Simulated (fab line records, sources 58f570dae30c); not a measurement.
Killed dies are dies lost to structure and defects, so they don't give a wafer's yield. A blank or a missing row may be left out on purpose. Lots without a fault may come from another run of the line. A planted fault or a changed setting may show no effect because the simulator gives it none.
Which tool did it? | flow berkeley_cmos170 | 14 lots, 42 wafers sampled, at 2 steps of a route of 331

WHAT THE GAUGES READ, wafer by wafer
UCB170_V2_OVL_MEAS_13. Usual: V2_OVL -2 nm, standard deviation 5.8.
lot  | measured     | on         | V2_OVL (nm)         | flag
L204 | day 8 16:18  | overlay-01 | 3 2 -2              |
L208 | day 9 09:46  | overlay-02 | -17 -10 -15         |
L207 | day 9 10:29  | overlay-01 | -7 -3 -1            |
L206 | day 9 12:02  | overlay-02 | 1 -3 3              |
L209 | day 9 17:10  | overlay-01 | 0 -3 2              |
L210 | day 9 17:26  | overlay-02 | 5 2 1               |
L214 | day 10 04:23 | overlay-01 | -6 -2 2             |
L213 | day 10 10:49 | overlay-02 | -1 -4 -6            |
L212 | day 10 10:56 | overlay-02 | 94 95 93 93 92 91   | OFF
L211 | day 10 11:05 | overlay-01 | -10 0 2             |
L216 | day 10 16:00 | overlay-01 | 99 101 100 97 99 99 | OFF
L222 | day 11 22:02 | overlay-01 | -1 2 5              |
L223 | day 12 16:17 | overlay-02 | -3 2 -2             |
L224 | day 12 23:13 | overlay-02 | 1 -9 1              |

WHICH TOOL RAN EACH LOT (tool, then ch and the chambers of the sampled wafers, then the start)
lot  | UCB170_V2_EXPOSE_09
L204 | krf_scanner-01 ch 0, day 8 15:37
L208 | krf_scanner-02 ch 0, day 9 09:10
L207 | krf_scanner-01 ch 0, day 9 09:56
L206 | krf_scanner-02 ch 0, day 9 11:31
L209 | krf_scanner-02 ch 0, day 9 16:17
L210 | krf_scanner-02 ch 0, day 9 16:46
L214 | krf_scanner-01 ch 0, day 10 03:38
L213 | krf_scanner-02 ch 0, day 10 09:52
L212 | krf_scanner-02 ch 0, day 10 10:10
L211 | krf_scanner-01 ch 0, day 10 10:23
L216 | krf_scanner-02 ch 0, day 10 15:29
L222 | krf_scanner-01 ch 0, day 11 21:05
L223 | krf_scanner-01 ch 0, day 12 15:46
L224 | krf_scanner-01 ch 0, day 12 22:08
- UCB170_V2_EXPOSE_09: exposes mask VIA2, target cd 700 nm.

WHAT THE TOOLS THEMSELVES READ (means of the sampled wafers that have a number; where no wafer has one, the mark that the record gives instead)
UCB170_V2_EXPOSE_09. Usual: exposure_dose_mJ_cm2 37.00, standard deviation 0.042.
lot  | tool           | exposure_dose_mJ_cm2 | flag
L204 | krf_scanner-01 | 36.96                |
L208 | krf_scanner-02 | 37.04                |
L207 | krf_scanner-01 | 36.96                |
L206 | krf_scanner-02 | 36.95                |
L209 | krf_scanner-02 | 36.97                |
L210 | krf_scanner-02 | 37.07                |
L214 | krf_scanner-01 | 36.97                |
L213 | krf_scanner-02 | 36.97                |
L212 | krf_scanner-02 | 37.01                |
L211 | krf_scanner-01 | 36.97                |
L216 | krf_scanner-02 | 37.04                |
L222 | krf_scanner-01 | 37.01                |
L223 | krf_scanner-01 | 37.04                |
L224 | krf_scanner-01 | 36.99                |

THE ANSWER, worked out from the rows above alone
Rule: a lot is off if the mean of its wafers that have a number lies more than 3 standard deviations from the usual mean. A lot without any number at a reading at which 4 lots or more have one is off too. The other lots that the step has rows for count as sound. The gauges are gone through in route order, then the tools' own readings, and for those a lot's mean is taken as printed above. The first step at which some lot is off is used, and at that step the reading that is off furthest; a lot without a number counts as furthest.
Off: L212, L216, at UCB170_V2_OVL_MEAS_13 (V2_OVL).
A tool fits if, at a process step before that reading, it ran every lot that is off, and no sound lot after the first of them. The gauges at UCB170_V2_OVL_MEAS_13 are tried like those tools. One fits: krf_scanner-02 at UCB170_V2_EXPOSE_09. Its last sound lot is L213 (day 10 09:52), its first lot that is off L212 (day 10 10:10): a fault that began between those two fits.

WHAT THE SIMULATOR HAD PUT IN
Scanner matching overlay: krf_scanner-02, from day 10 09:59 on, at UCB170_V2_EXPOSE_09. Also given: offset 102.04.
Lots struck among those shown: L212, L216. The rule above found the same.
